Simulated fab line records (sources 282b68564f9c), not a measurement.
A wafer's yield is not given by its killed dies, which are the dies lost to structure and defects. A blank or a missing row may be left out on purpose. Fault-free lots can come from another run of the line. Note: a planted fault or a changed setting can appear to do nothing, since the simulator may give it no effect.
fab line records | flow ritCmos
record: lots: 7 wafers: 21 lastDay: 7
route steps=202 shown NRETRO@55 PRETRO@64 M1@202
lots that met no fault: from a run of the same line without faults
startH: hours from the record's first day to the start of the lot's first wafer shown | waitH: how many hours have passed since the lot's step before this one | " same as the row above | L1.1+2: one row covering several wafers at once | - no value present, or no start provided | * or withheld: withheld | < > ~ a bound
route shown NAME@n: names a module that has steps shown in the file, with the first one's number in the route | usual: average and standard deviation across the fault-free wafers | same: alike in all rows | chamber/n: place in a boat | sites: readings site by site | _std_site: standard deviation across them | _edge_site: the outer-site mean with the inner-site mean subtracted | radiusMm: how far each site lies from the wafer's centre | mask NAME#n: copy n | behind: the most recent tool/chamber to have shaped the wafer | hold: reason for holding the lot/hours on hold/outcome of the hold | device: names the non-switching transistor (n, p or np) | end of line: tests of these same wafers at the route's end | where a step has no rows: the recipe by itself | killed: dies lost to structure and defects at the first sort, not the wafer's yield | map: per-die view of a wafer (x killed, . not killed, _ where there is no die)
set.NAME: the setting as run; set.NAME@STEP: as run at that earlier step | model.NAME: the simulator's own value behind a step, which no gauge read
lots at some steps of the route; a table a step, a row a wafer
services: from which hour (startH, from the record's first day; less than 0 if before it) a tool's chamber was out of use, for how many hours, and why
== steps ==
step: RIT_NRETRO_SOFTBAKE_02
recipe: resist: NOVOLAK tempC: 90 timeS: 60
step: RIT_NRETRO_EXPOSE_03
recipe: maskId: M4 na: 0.57 targetCdNm: 43900 doseMj: 250
step: RIT_NRETRO_PEB_04
recipe: resist: NOVOLAK tempC: withheld timeS: withheld
step: RIT_NRETRO_DEVELOP_05
recipe: resist: NOVOLAK developTimeS: 68 devTempC: 23
step: RIT_NRETRO_OVL_MEAS_06
usual: NRETRO_OVL: 1.1/1.4
columns lot.wafer tool chamber startH waitH NRETRO_OVL[nm]
L162.1 overlay-01 - 44.79 - -1.5
L162.3 " - " " -0.6
L162.4 " - " " 0.1
L167.2 overlay-01 - 73.27 - 0.1
L167.3 " - " " 1.1
L167.6 " - " " 0.6
L169.2 overlay-02 - 80.53 - 3.2
L169.4 " - " " 1.1
L169.6 " - " " 0.5
L170.2 overlay-02 - 88.58 - 0.3
L170.3 " - " " 2.3
L170.4 " - " " 0.9
L173.1 overlay-01 - 101.36 - 2.4
L173.2 " - " " -0.1
L173.3 " - " " 1.0
L179.3 overlay-02 - 131.66 - 1.2
L179.4 " - " " 0.1
L179.5 " - " " 0.0
L182.3 overlay-02 - 143.70 - -0.2
L182.4 " - " " 0.9
L182.5 " - " " 1.1
step: RIT_NRETRO_HARDBAKE_07
recipe: resist: NOVOLAK tempC: 140 timeS: 120
step: RIT_NRETRO_IMPLANT_08
recipe: species: P energyKev: 70.83 doseCm2: 1e+13 tiltDeg: 7
step: RIT_NRETRO_STRIP_09
recipe: chemistry: O2 timeS: 180 resist: NOVOLAK platenTempC: withheld powerW: 500 pressureMtorr: 4000 o2FlowSccm: 4000
usual: chamberPressureMTorr: 4000/3.7 drypumpMotorCurrentA: 5.8/0.44
columns lot.wafer tool chamber startH waitH chamberPressureMTorr drypumpMotorCurrentA rfHoursCounterH
L162.1 plasmaAsher-02 0 45.23 0.1 4000 6.5 44
L162.3 " 1 " " 3997 5.8 -
L162.4 " 0 " " 3999 6.6 -
L167.2 plasmaAsher-01 1 73.70 0.1 3995 4.9 47
L167.3 " 0 " " 4000 5.9 -
L167.6 " 0 " " 4000 5.8 -
L169.2 plasmaAsher-01 1 80.96 0.1 4001 4.9 48
L169.4 " 1 " " 3995 4.9 -
L169.6 " 0 " " 3997 5.9 -
L170.2 plasmaAsher-03 0 89.01 0.1 3998 5.7 34
L170.3 " 0 " " 4002 5.7 -
L170.4 " 1 " " 4001 5.6 -
L173.1 plasmaAsher-03 0 101.80 0.1 3992 5.7 36
L173.2 " 1 " " 4007 5.6 36
L173.3 " 0 " " 3998 5.7 -
L179.3 plasmaAsher-02 1 132.15 0.1 4000 5.8 -
L179.4 " 0 " " 4001 6.5 -
L179.5 " 1 " " 4004 5.8 -
L182.3 plasmaAsher-03 0 144.19 0.1 3998 5.7 -
L182.4 " 1 " " 4004 5.6 -
L182.5 " 1 " " 4003 5.6 -
step: RIT_NRETRO_TW_MEAS_10
usual: NRETRO_TW: 1048/8.7
columns lot.wafer tool chamber startH waitH NRETRO_TW
L162.1 filmMetro-01 - 45.40 0.1 1048
L162.3 " - " " 1052
L162.4 " - " " 1053
L167.2 filmMetro-04 - 73.88 0.1 1043
L167.3 " - " " 1054
L167.6 " - " " 1054
L169.2 filmMetro-04 - 81.15 0.1 1050
L169.4 " - " " 1052
L169.6 " - " " 1050
L170.2 filmMetro-04 - 89.20 0.1 1051
L170.3 " - " " 1050
L170.4 " - " " 1055
L173.1 filmMetro-01 - 101.97 0.1 1057
L173.2 " - " " 1056
L173.3 " - " " 1054
L179.3 filmMetro-04 - 132.28 0.1 1049
L179.4 " - " " 1045
L179.5 " - " " 1048
L182.3 filmMetro-03 - 144.32 0.1 1043
L182.4 " - " " 1039
L182.5 " - " " 1038
step: RIT_PRETRO_HMDS_00
recipe: primeTimeS: 60 primeTempC: 140
step: RIT_PRETRO_COAT_01
recipe: resist: NOVOLAK spinRpm: 1987 resistThkNm: 1300
step: RIT_PRETRO_SOFTBAKE_02
recipe: resist: NOVOLAK tempC: 90 timeS: 60
step: RIT_PRETRO_EXPOSE_03
recipe: maskId: M5 na: 0.57 targetCdNm: 43700 doseMj: 250
columns lot.wafer tool chamber startH waitH mask model.PRETRO.overlayXNm
L162.1+3+4 ilineStepper-01 0 46.04 0.2 M5#0 1.019
L167.2+3+6 ilineStepper-02 0 74.53 0.2 M5#0 -0.4638
L169.2+4+6 ilineStepper-02 0 81.79 0.2 M5#0 130.2
L170.2+3+4 ilineStepper-02 0 89.72 0.1 M5#0 130.2
L173.1+2+3 ilineStepper-02 0 102.61 0.2 M5#0 129.5
L179.3+4+5 ilineStepper-01 0 132.94 0.2 M5#0 -1.214
L182.3+4+5 ilineStepper-01 0 144.98 0.2 M5#0 0.01143
step: RIT_PRETRO_PEB_04
recipe: resist: NOVOLAK tempC: withheld timeS: withheld
step: RIT_PRETRO_DEVELOP_05
recipe: resist: NOVOLAK developTimeS: 68 devTempC: 23
step: RIT_PRETRO_OVL_MEAS_06
usual: PRETRO_OVL: 0.2/1.4
columns lot.wafer tool chamber startH waitH PRETRO_OVL[nm]
L162.1 overlay-02 - 46.47 - 1.3
L162.3 " - " " 2.2
L162.4 " - " " 1.9
L167.2 overlay-02 - 74.94 - 0.9
L167.3 " - " " -0.1
L167.6 " - " " -0.1
L169.2 overlay-02 - 82.21 - 130.1
L169.4 " - " " 130.2
L169.6 " - " " 130.8
L170.2 overlay-02 - 90.14 - 129.2
L170.3 " - " " 130.8
L170.4 " - " " 132.0
L173.1 overlay-02 - 103.04 - 130.7
L173.2 " - " " 131.6
L173.3 " - " " 130.2
L179.3 overlay-01 - 133.34 - -1.2
L179.4 " - " " -1.6
L179.5 " - " " -1.5
L182.3 overlay-01 - 145.38 - -0.7
L182.4 " - " " -0.6
L182.5 " - " " 0.9
step: RIT_PRETRO_HARDBAKE_07
recipe: resist: NOVOLAK tempC: 140 timeS: 120
step: RIT_M1_PROBE_99
usual: killed_at_M0_to_M3: 0.0/0.12 killedAtContacts: 0.1/0.29 killedAtFrontEnd: 7/3 killedDies: 7/3 killedOpen: 3.2/2 killedShort: 3.5/2.1
same: grossDies: 264 killed_at_M4_up: 0 killedAtBackSide: 0 killedAtOther: 0
columns lot.wafer tool chamber startH waitH killed_at_M0_to_M3 killedAtContacts killedAtFrontEnd killedDies killedOpen killedShort model.etest.retroEdgePmos.offLog10AUm model.etest.retroEdgeNmos.offLog10AUm
L162.1 prober-01 - 76.49 0.1 0 0 6 6 2 4 -10.24 -10.8
L162.3 prober-01 - 76.59 0.2 0 0 2 2 1 1 -10.09 -10.69
L162.4 prober-01 - 76.64 0.2 1 0 4 5 1 4 -10.59 -10.33
L167.2 prober-02 - 102.30 0.1 0 0 6 6 2 4 -10.22 -9.984
L167.3 prober-02 - 102.35 0.2 0 0 5 5 3 2 -9.945 -9.838
L167.6 prober-02 - 102.50 0.2 0 0 7 7 2 5 -10.12 -10.3
L169.2 prober-02 - 110.54 0.1 0 0 10 10 4 6 -9.939 -9.831
L169.4 prober-02 - 110.64 0.2 0 0 10 10 7 3 -10.21 -9.947
L169.6 prober-02 - 110.74 0.2 0 0 9 9 4 5 -10.34 -10.2
L170.2 prober-01 - 122.67 0.1 0 0 7 7 5 2 -9.691 -9.439
L170.3 prober-01 - 122.72 0.2 0 0 4 4 2 2 -9.8 -9.539
L170.4 prober-01 - 122.77 0.2 0 0 9 9 7 2 -9.869 -9.235
L173.1 prober-02 - 130.56 0.1 0 0 10 10 5 5 -9.31 -8.868
L173.2 prober-02 - 130.61 0.1 0 0 6 6 2 4 -9.373 -9.018
L173.3 prober-02 - 130.66 0.2 0 0 12 12 5 7 -9.46 -9.164
L179.3 prober-02 - 161.59 0.2 0 0 6 6 3 3 -10.47 -9.894
L179.4 prober-02 - 161.64 0.2 0 0 5 5 2 3 -10.67 -10.27
L179.5 prober-02 - 161.69 0.2 0 0 4 4 0 4 -10.37 -9.503
L182.3 prober-01 - 173.41 0.2 0 0 5 5 3 2 -10.17 -10.36
L182.4 prober-01 - 173.46 0.2 0 0 8 8 4 4 -10.16 -10.12
L182.5 prober-01 - 173.51 0.2 0 1 8 9 3 6 -10.1 -10.16
killed by level:class
L162.1 SPACER:geometricParticle:short=3 GATE:geometricParticle:short=1 REOX:geometricParticle:open=1 SILICIDE:geometricParticle:open=1
L162.3 GATE:geometricParticle:short=1 GATE:geometricParticle:open=1
L162.4 FOX2:geometricParticle:short=2 GATE:geometricParticle:short=2 M1:geometricParticle:open=1
L167.2 SPACER:geometricParticle:short=2 FOX1:geometricParticle:open=1 GATE:geometricParticle:short=1 REOX:geometricParticle:open=1 REOX:geometricParticle:short=1
L167.3 SPACER:geometricParticle:open=2 ACTIVE:geometricParticle:short=1 FOX2:geometricParticle:open=1 SPACER:geometricParticle:short=1
L167.6 GATE:geometricParticle:short=3 FOX1:geometricParticle:open=1 FOX2:geometricParticle:open=1 REOX:geometricParticle:short=1 SPACER:geometricParticle:short=1
L169.2 GATE:geometricParticle:short=2 GATE:geometricParticle:open=2 REOX:geometricParticle:short=2 FOX1:geometricParticle:short=1 FOX1:geometricParticle:open=1 SILICIDE:geometricParticle:short=1 SILICIDE:geometricParticle:open=1
L169.4 GATE:geometricParticle:open=5 GATE:geometricParticle:short=2 FOX2:geometricParticle:short=1 REOX:geometricParticle:open=1 SILICIDE:geometricParticle:open=1
L169.6 SILICIDE:geometricParticle:open=2 FOX1:geometricParticle:short=1 FOX2:geometricParticle:short=1 GATE:geometricParticle:open=1 GATE:geometricParticle:short=1 REOX:geometricParticle:open=1 SPACER:geometricParticle:short=1 SILICIDE:geometricParticle:short=1
L170.2 FOX1:geometricParticle:open=1 FOX1:geometricParticle:short=1 GATE:geometricParticle:open=1 REOX:geometricParticle:short=1 REOX:geometricParticle:open=1 SPACER:geometricParticle:open=1 SILICIDE:geometricParticle:open=1
L170.3 FOX2:geometricParticle:open=1 GATE:geometricParticle:open=1 GATE:geometricParticle:short=1 SPACER:geometricParticle:short=1
L170.4 FOX1:geometricParticle:open=3 FOX1:geometricParticle:short=1 GATE:geometricParticle:open=1 GATE:geometricParticle:short=1 REOX:geometricParticle:open=1 SPACER:geometricParticle:open=1 SILICIDE:geometricParticle:open=1
L173.1 FOX1:geometricParticle:open=3 GATE:geometricParticle:short=2 REOX:geometricParticle:short=2 FOX2:geometricParticle:open=1 FOX2:geometricParticle:short=1 GATE:geometricParticle:open=1
L173.2 FOX2:geometricParticle:short=1 GATE:geometricParticle:open=1 GATE:geometricParticle:short=1 REOX:geometricParticle:short=1 SPACER:geometricParticle:open=1 SPACER:geometricParticle:short=1
L173.3 REOX:geometricParticle:short=3 FOX1:geometricParticle:open=2 GATE:geometricParticle:open=2 GATE:geometricParticle:short=2 FOX2:geometricParticle:short=1 REOX:geometricParticle:open=1 SPACER:geometricParticle:short=1
L179.3 FOX1:geometricParticle:short=1 FOX2:geometricParticle:short=1 FOX2:geometricParticle:open=1 REOX:geometricParticle:short=1 REOX:geometricParticle:open=1 SPACER:geometricParticle:open=1
L179.4 REOX:geometricParticle:short=3 FOX1:geometricParticle:open=1 SPACER:geometricParticle:open=1
L179.5 FOX1:geometricParticle:short=1 FOX2:geometricParticle:short=1 REOX:geometricParticle:short=1 SPACER:geometricParticle:short=1
L182.3 FOX1:geometricParticle:open=1 GATE:geometricParticle:open=1 SPACER:geometricParticle:open=1 SPACER:geometricParticle:short=1 SILICIDE:geometricParticle:short=1
L182.4 GATE:geometricParticle:short=2 GATE:geometricParticle:open=2 FOX2:geometricParticle:open=1 FOX2:geometricParticle:short=1 REOX:geometricParticle:open=1 SPACER:geometricParticle:short=1
L182.5 GATE:geometricParticle:short=4 FOX1:geometricParticle:short=1 FOX2:geometricParticle:short=1 GATE:geometricParticle:open=1 SILICIDE:geometricParticle:open=1 CONTACT:geometricParticle:open=1
== services ==
columns tool chamber startH hours kind
plasmaAsher-01 - 29.62 2.8 pm
plasmaAsher-03 - 56.99 10.5 repair
ilineStepper-01 - 79.31 13.3 repair
plasmaAsher-02 - 108.75 9.0 pm
plasmaAsher-02 0 108.75 9.0 ventCycle
plasmaAsher-02 1 108.75 9.0 ventCycle
plasmaAsher-02 0 117.75 - clean
plasmaAsher-02 1 117.75 - clean
ilineStepper-02 - 120.35 2.1 pm
ilineStepper-02 - 122.44 - consumableReplace:lamp
plasmaAsher-01 - 129.00 5.6 repair
ilineStepper-01 0 141.03 - calibration
== key ==
firstSign: step: RIT_PRETRO_OVL_MEAS_06 reading: PRETRO_OVL direction: up sigmas: 96 usual: 0.2 struck: 130.6
effect none on later readings
modelEffect: step: RIT_PRETRO_EXPOSE_03 value: PRETRO.overlayXNm without: -0.0003657 struck: 130
modelEffect: step: RIT_M1_PROBE_99 value: etest.retroEdgePmos.offLog10AUm without: -10.28 struck: -9.777
metAt RIT_PRETRO_EXPOSE_03
struckWafers L169.2,L169.4,L169.6,L170.2,L170.3,L170.4,L173.1,L173.2,L173.3
testerLeftOut L169,L170,L173
onsetBetween 74.53 81.79
fault: kind: scannerMatchingOverlay tool: ilineStepper-02 chamber: - onsetH: 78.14 steps: RIT_PRETRO_EXPOSE_03 offset: 130
testerLeftOut: of these lots the tester's yield and bins aren't shown, on N5 and GAA mostly nor the transistor test; their killed dies are dies lost to structure and defects alone, not to doping, threshold or leakage, so they don't give the yield
